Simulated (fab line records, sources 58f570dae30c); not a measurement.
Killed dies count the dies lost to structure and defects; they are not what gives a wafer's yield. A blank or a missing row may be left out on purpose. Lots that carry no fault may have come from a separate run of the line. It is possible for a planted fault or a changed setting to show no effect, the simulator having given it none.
Which tool did it? || flow berkeleyCmos170 || 42 wafers from 14 lots sampled at 6 of the route's 331 steps

## WHAT THE GAUGES SHOWED, per wafer
UCB170_SACOX_THK_MEAS_02.
{"lot": "L848", "measured": "day 5 14:56", "on": "filmMetro-01", "SACOX_OXIDE_THK (nm)": "14.2 14.0 13.9"}
{"lot": "L850", "measured": "day 6 05:25", "on": "filmMetro-04", "SACOX_OXIDE_THK (nm)": "15.0 14.7 15.0"}
{"lot": "L855", "measured": "day 7 12:28", "on": "filmMetro-04", "SACOX_OXIDE_THK (nm)": "14.1 14.4 14.3"}
{"lot": "L854", "measured": "day 7 12:31", "on": "filmMetro-03", "SACOX_OXIDE_THK (nm)": "14.5 14.5 14.5"}
{"lot": "L860", "measured": "day 7 23:06", "on": "filmMetro-04", "SACOX_OXIDE_THK (nm)": "14.3 14.4 14.3"}
{"lot": "L861", "measured": "day 8 17:32", "on": "filmMetro-01", "SACOX_OXIDE_THK (nm)": "14.0 14.1 14.1"}
{"lot": "L862", "measured": "day 8 17:32", "on": "filmMetro-04", "SACOX_OXIDE_THK (nm)": "14.3 14.3 14.5"}
{"lot": "L864", "measured": "day 9 09:05", "on": "filmMetro-04", "SACOX_OXIDE_THK (nm)": "14.2 14.2 14.5"}
{"lot": "L866", "measured": "day 9 09:05", "on": "filmMetro-03", "SACOX_OXIDE_THK (nm)": "15.0 15.0 15.1"}
{"lot": "L867", "measured": "day 10 00:26", "on": "filmMetro-01", "SACOX_OXIDE_THK (nm)": "14.2 14.4 14.3"}
{"lot": "L869", "measured": "day 10 14:02", "on": "filmMetro-01", "SACOX_OXIDE_THK (nm)": "14.2 14.4 14.0"}
{"lot": "L870", "measured": "day 10 14:02", "on": "filmMetro-04", "SACOX_OXIDE_THK (nm)": "14.2 13.9 13.8"}
{"lot": "L868", "measured": "day 10 14:03", "on": "filmMetro-03", "SACOX_OXIDE_THK (nm)": "14.0 14.0 14.1"}
{"lot": "L871", "measured": "day 10 14:06", "on": "filmMetro-04", "SACOX_OXIDE_THK (nm)": "14.1 14.4 14.3"}

UCB170_SDANNEAL_RS_MEAS_02: measurement is done with a four-point probe.
{"lot": "L848", "measured": "day 7 12:46", "on": "filmMetro-02", "PSD_RS (ohm/sq)": "76.08 75.84 75.68"}
{"lot": "L850", "measured": "day 8 02:59", "on": "filmMetro-01", "PSD_RS (ohm/sq)": "75.33 75.51 75.27"}
{"lot": "L855", "measured": "day 9 20:38", "on": "filmMetro-02", "PSD_RS (ohm/sq)": "79.92 79.83 79.49"}
{"lot": "L854", "measured": "day 9 20:08", "on": "filmMetro-02", "PSD_RS (ohm/sq)": "79.87 79.91 79.55"}
{"lot": "L860", "measured": "day 9 20:27", "on": "filmMetro-03", "PSD_RS (ohm/sq)": "75.91 75.65 75.41"}
{"lot": "L861", "measured": "day 11 00:20", "on": "filmMetro-02", "PSD_RS (ohm/sq)": "75.81 75.81 76.07"}
{"lot": "L862", "measured": "day 11 00:44", "on": "filmMetro-03", "PSD_RS (ohm/sq)": "75.22 76.04 75.74"}
{"lot": "L864", "measured": "day 11 13:34", "on": "filmMetro-01", "PSD_RS (ohm/sq)": "75.84 75.54 75.62"}
{"lot": "L866", "measured": "day 11 13:23", "on": "filmMetro-03", "PSD_RS (ohm/sq)": "75.27 75.35 75.63"}
{"lot": "L867", "measured": "day 11 22:37", "on": "filmMetro-01", "PSD_RS (ohm/sq)": "76.22 75.71 75.65"}
{"lot": "L869", "measured": "day 12 14:16", "on": "filmMetro-02", "PSD_RS (ohm/sq)": "76.25 76.28 75.96"}
{"lot": "L870", "measured": "day 12 13:33", "on": "filmMetro-02", "PSD_RS (ohm/sq)": "75.22 75.31 75.76"}
{"lot": "L868", "measured": "day 12 14:48", "on": "filmMetro-03", "PSD_RS (ohm/sq)": "75.36 75.41 75.86"}
{"lot": "L871", "measured": "day 12 13:45", "on": "filmMetro-03", "PSD_RS (ohm/sq)": "75.45 75.48 75.75"}

UCB170_SILICIDE_RS_MEAS_02: measurement is done with a four-point probe.
{"lot": "L848", "measured": "day 7 13:20", "on": "filmMetro-02", "SILICIDE_TI_RS (ohm/sq)": "25.5 25.3 25.7"}
{"lot": "L850", "measured": "day 8 03:34", "on": "filmMetro-04", "SILICIDE_TI_RS (ohm/sq)": "25.1 25.1 24.5"}
{"lot": "L855", "measured": "day 9 21:12", "on": "filmMetro-02", "SILICIDE_TI_RS (ohm/sq)": "25.0 24.9 24.9"}
{"lot": "L854", "measured": "day 9 20:45", "on": "filmMetro-04", "SILICIDE_TI_RS (ohm/sq)": "25.9 25.7 26.2"}
{"lot": "L860", "measured": "day 9 21:04", "on": "filmMetro-04", "SILICIDE_TI_RS (ohm/sq)": "26.0 25.4 25.7"}
{"lot": "L861", "measured": "day 11 00:55", "on": "filmMetro-04", "SILICIDE_TI_RS (ohm/sq)": "25.5 25.7 26.0"}
{"lot": "L862", "measured": "day 11 01:18", "on": "filmMetro-02", "SILICIDE_TI_RS (ohm/sq)": "25.4 25.3 25.9"}
{"lot": "L864", "measured": "day 11 14:08", "on": "filmMetro-02", "SILICIDE_TI_RS (ohm/sq)": "25.8 24.8 26.0"}
{"lot": "L866", "measured": "day 11 13:57", "on": "filmMetro-04", "SILICIDE_TI_RS (ohm/sq)": "25.9 25.3 26.1"}
{"lot": "L867", "measured": "day 11 23:12", "on": "filmMetro-04", "SILICIDE_TI_RS (ohm/sq)": "25.6 26.6 25.3"}
{"lot": "L869", "measured": "day 12 14:50", "on": "filmMetro-01", "SILICIDE_TI_RS (ohm/sq)": "26.9 25.4 25.6"}
{"lot": "L870", "measured": "day 12 14:08", "on": "filmMetro-01", "SILICIDE_TI_RS (ohm/sq)": "25.2 25.6 25.7"}
{"lot": "L868", "measured": "day 12 15:23", "on": "filmMetro-02", "SILICIDE_TI_RS (ohm/sq)": "25.6 26.4 25.6"}
{"lot": "L871", "measured": "day 12 14:20", "on": "filmMetro-04", "SILICIDE_TI_RS (ohm/sq)": "25.7 25.3 25.8"}

## EACH LOT AND THE TOOL THAT RAN IT (in order: tool; ch and the chambers of the sampled wafers; start)
{"lot": "L848", "UCB170_SPACER_CVD_00": "pecvd-01 ch 0,1,2, day 7 00:37", "UCB170_PSD_IMPLANT_08": "implanter-01 ch 0, day 7 08:40", "UCB170_PSD_STRIP_09": "plasmaAsher-01 ch 0,1, day 7 08:48"}
{"lot": "L850", "UCB170_SPACER_CVD_00": "pecvd-03 ch 0,1,2, day 7 17:23", "UCB170_PSD_IMPLANT_08": "implanter-03 ch 0, day 7 21:35", "UCB170_PSD_STRIP_09": "plasmaAsher-02 ch 0,1, day 7 21:44"}
{"lot": "L855", "UCB170_SPACER_CVD_00": "pecvd-02 ch 0,1, day 9 04:36", "UCB170_PSD_IMPLANT_08": "implanter-03 ch 0, day 9 16:22", "UCB170_PSD_STRIP_09": "plasmaAsher-01 ch 0,1, day 9 16:31"}
{"lot": "L854", "UCB170_SPACER_CVD_00": "pecvd-01 ch 0,1,2, day 9 04:20", "UCB170_PSD_IMPLANT_08": "implanter-03 ch 0, day 9 16:07", "UCB170_PSD_STRIP_09": "plasmaAsher-02 ch 0,1, day 9 16:15"}
{"lot": "L860", "UCB170_SPACER_CVD_00": "pecvd-02 ch 1,2, day 9 10:25", "UCB170_PSD_IMPLANT_08": "implanter-02 ch 0, day 9 16:14", "UCB170_PSD_STRIP_09": "plasmaAsher-03 ch 0,1, day 9 16:23"}
{"lot": "L861", "UCB170_SPACER_CVD_00": "pecvd-03 ch 0,1, day 10 11:41", "UCB170_PSD_IMPLANT_08": "implanter-02 ch 0, day 10 20:13", "UCB170_PSD_STRIP_09": "plasmaAsher-02 ch 0,1, day 10 20:21"}
{"lot": "L862", "UCB170_SPACER_CVD_00": "pecvd-02 ch 0,1,2, day 10 11:52", "UCB170_PSD_IMPLANT_08": "implanter-02 ch 0, day 10 20:30", "UCB170_PSD_STRIP_09": "plasmaAsher-03 ch 0,1, day 10 20:38"}
{"lot": "L864", "UCB170_SPACER_CVD_00": "pecvd-03 ch 0,1,2, day 11 01:54", "UCB170_PSD_IMPLANT_08": "implanter-02 ch 0, day 11 10:19", "UCB170_PSD_STRIP_09": "plasmaAsher-03 ch 0,1, day 11 10:28"}
{"lot": "L866", "UCB170_SPACER_CVD_00": "pecvd-01 ch 0,1,2, day 11 02:15", "UCB170_PSD_IMPLANT_08": "implanter-02 ch 0, day 11 10:02", "UCB170_PSD_STRIP_09": "plasmaAsher-03 ch 0,1, day 11 10:11"}
{"lot": "L867", "UCB170_SPACER_CVD_00": "pecvd-03 ch 0,1, day 11 11:14", "UCB170_PSD_IMPLANT_08": "implanter-01 ch 0, day 11 19:04", "UCB170_PSD_STRIP_09": "plasmaAsher-03 ch 0,1, day 11 19:13"}
{"lot": "L869", "UCB170_SPACER_CVD_00": "pecvd-02 ch 0,2, day 12 03:01", "UCB170_PSD_IMPLANT_08": "implanter-03 ch 0, day 12 10:33", "UCB170_PSD_STRIP_09": "plasmaAsher-01 ch 0,1, day 12 10:42"}
{"lot": "L870", "UCB170_SPACER_CVD_00": "pecvd-03 ch 0,1, day 12 02:33", "UCB170_PSD_IMPLANT_08": "implanter-03 ch 0, day 12 10:13", "UCB170_PSD_STRIP_09": "plasmaAsher-02 ch 0,1, day 12 10:22"}
{"lot": "L868", "UCB170_SPACER_CVD_00": "pecvd-03 ch 0,2, day 12 03:41", "UCB170_PSD_IMPLANT_08": "implanter-02 ch 0, day 12 10:56", "UCB170_PSD_STRIP_09": "plasmaAsher-02 ch 0,1, day 12 11:04"}
{"lot": "L871", "UCB170_SPACER_CVD_00": "pecvd-01 ch 0,2, day 12 03:23", "UCB170_PSD_IMPLANT_08": "implanter-02 ch 0, day 12 10:22", "UCB170_PSD_STRIP_09": "plasmaAsher-03 ch 0,1, day 12 10:31"}
- UCB170_SPACER_CVD_00: deposits SiO2 from TEOS/O2, target thk 376 nm, time 47 s.
- UCB170_PSD_IMPLANT_08
- UCB170_PSD_STRIP_09: strips in O2.

## WHAT THE TOOLS THEMSELVES READ (means of the sampled wafers that have a number; where no wafer has one, the mark that the record gives instead)
UCB170_SPACER_CVD_00.
{"lot": "L848", "tool": "pecvd-01", "heaterPowerW (W)": 308, "pressureMtorr (mTorr)": 9002}
{"lot": "L850", "tool": "pecvd-03", "heaterPowerW (W)": 267, "pressureMtorr (mTorr)": 8992}
{"lot": "L855", "tool": "pecvd-02", "heaterPowerW (W)": 298, "pressureMtorr (mTorr)": 8985}
{"lot": "L854", "tool": "pecvd-01", "heaterPowerW (W)": 260, "pressureMtorr (mTorr)": 9013}
{"lot": "L860", "tool": "pecvd-02", "heaterPowerW (W)": 308, "pressureMtorr (mTorr)": 9003}
{"lot": "L861", "tool": "pecvd-03", "heaterPowerW (W)": 261, "pressureMtorr (mTorr)": 8987}
{"lot": "L862", "tool": "pecvd-02", "heaterPowerW (W)": 261, "pressureMtorr (mTorr)": 9016}
{"lot": "L864", "tool": "pecvd-03", "heaterPowerW (W)": 254, "pressureMtorr (mTorr)": 8988}
{"lot": "L866", "tool": "pecvd-01", "heaterPowerW (W)": 308, "pressureMtorr (mTorr)": 8992}
{"lot": "L867", "tool": "pecvd-03", "heaterPowerW (W)": 285, "pressureMtorr (mTorr)": 8997}
{"lot": "L869", "tool": "pecvd-02", "heaterPowerW (W)": 270, "pressureMtorr (mTorr)": 8997}
{"lot": "L870", "tool": "pecvd-03", "heaterPowerW (W)": 284, "pressureMtorr (mTorr)": 9012}
{"lot": "L868", "tool": "pecvd-03", "heaterPowerW (W)": 245, "pressureMtorr (mTorr)": 8993}
{"lot": "L871", "tool": "pecvd-01", "heaterPowerW (W)": 247, "pressureMtorr (mTorr)": 9000}

UCB170_PSD_STRIP_09.
{"lot": "L848", "tool": "plasmaAsher-01", "drypumpMotorCurrentA (A)": 5.24, "oesProductAu (a.u.)": 0.600, "stripTimeToEndpointS (s)": 29.40}
{"lot": "L850", "tool": "plasmaAsher-02", "drypumpMotorCurrentA (A)": 5.37, "oesProductAu (a.u.)": 0.597, "stripTimeToEndpointS (s)": 29.47}
{"lot": "L855", "tool": "plasmaAsher-01", "drypumpMotorCurrentA (A)": 5.24, "oesProductAu (a.u.)": 0.608, "stripTimeToEndpointS (s)": 28.49}
{"lot": "L854", "tool": "plasmaAsher-02", "drypumpMotorCurrentA (A)": 5.37, "oesProductAu (a.u.)": 0.611, "stripTimeToEndpointS (s)": 28.57}
{"lot": "L860", "tool": "plasmaAsher-03", "drypumpMotorCurrentA (A)": 5.46, "oesProductAu (a.u.)": 0.598, "stripTimeToEndpointS (s)": 29.41}
{"lot": "L861", "tool": "plasmaAsher-02", "drypumpMotorCurrentA (A)": 5.04, "oesProductAu (a.u.)": 0.603, "stripTimeToEndpointS (s)": 29.46}
{"lot": "L862", "tool": "plasmaAsher-03", "drypumpMotorCurrentA (A)": 5.46, "oesProductAu (a.u.)": 0.597, "stripTimeToEndpointS (s)": 29.36}
{"lot": "L864", "tool": "plasmaAsher-03", "drypumpMotorCurrentA (A)": 5.47, "oesProductAu (a.u.)": 0.603, "stripTimeToEndpointS (s)": 29.31}
{"lot": "L866", "tool": "plasmaAsher-03", "drypumpMotorCurrentA (A)": 5.47, "oesProductAu (a.u.)": 0.601, "stripTimeToEndpointS (s)": 29.46}
{"lot": "L867", "tool": "plasmaAsher-03", "drypumpMotorCurrentA (A)": 5.45, "oesProductAu (a.u.)": 0.601, "stripTimeToEndpointS (s)": 29.33}
{"lot": "L869", "tool": "plasmaAsher-01", "drypumpMotorCurrentA (A)": 5.23, "oesProductAu (a.u.)": 0.607, "stripTimeToEndpointS (s)": 29.35}
{"lot": "L870", "tool": "plasmaAsher-02", "drypumpMotorCurrentA (A)": 5.05, "oesProductAu (a.u.)": 0.602, "stripTimeToEndpointS (s)": 29.41}
{"lot": "L868", "tool": "plasmaAsher-02", "drypumpMotorCurrentA (A)": 5.04, "oesProductAu (a.u.)": 0.601, "stripTimeToEndpointS (s)": 29.38}
{"lot": "L871", "tool": "plasmaAsher-03", "drypumpMotorCurrentA (A)": 5.47, "oesProductAu (a.u.)": 0.604, "stripTimeToEndpointS (s)": 29.30}

## THE ANSWER, worked out from the rows above alone
Rule: the lots themselves supply what counts as usual. Put in order of their means at a reading, lots are off if they are a third of the lots or fewer, leave a main group of 4 or more, and stand apart from it by a gap of 3 or more times the standard deviation of the main group's means; of several such gaps the widest counts. A main group is skipped when, at the precision printed for the reading in the tables above, its means are all equal. A lot without any number at a reading at which 4 lots or more have one is off too. All remaining lots with rows at the step are treated as sound. After the gauges, taken in route order, come the tools' own readings; for these a lot's mean is taken, as printed above. The first step at which some lot is off is used, and at that step the reading that is off furthest; a lot without a number counts as furthest.
Off: L855, L854, seen at UCB170_SDANNEAL_RS_MEAS_02 (PSD_RS). Main group: mean 75.67 ohm/sq, sd 0.23.
If a tool, at a process step before that reading, ran all the lots that are off and no sound lot after the first of them, it fits. Not tried: the gauges at UCB170_SDANNEAL_RS_MEAS_02; whatever is off there is also off at UCB170_PSD_STRIP_09, on other tools, and gauge error can't account for it. Of those tried, none fits.

## WHAT WAS PUT IN BY THE SIMULATOR
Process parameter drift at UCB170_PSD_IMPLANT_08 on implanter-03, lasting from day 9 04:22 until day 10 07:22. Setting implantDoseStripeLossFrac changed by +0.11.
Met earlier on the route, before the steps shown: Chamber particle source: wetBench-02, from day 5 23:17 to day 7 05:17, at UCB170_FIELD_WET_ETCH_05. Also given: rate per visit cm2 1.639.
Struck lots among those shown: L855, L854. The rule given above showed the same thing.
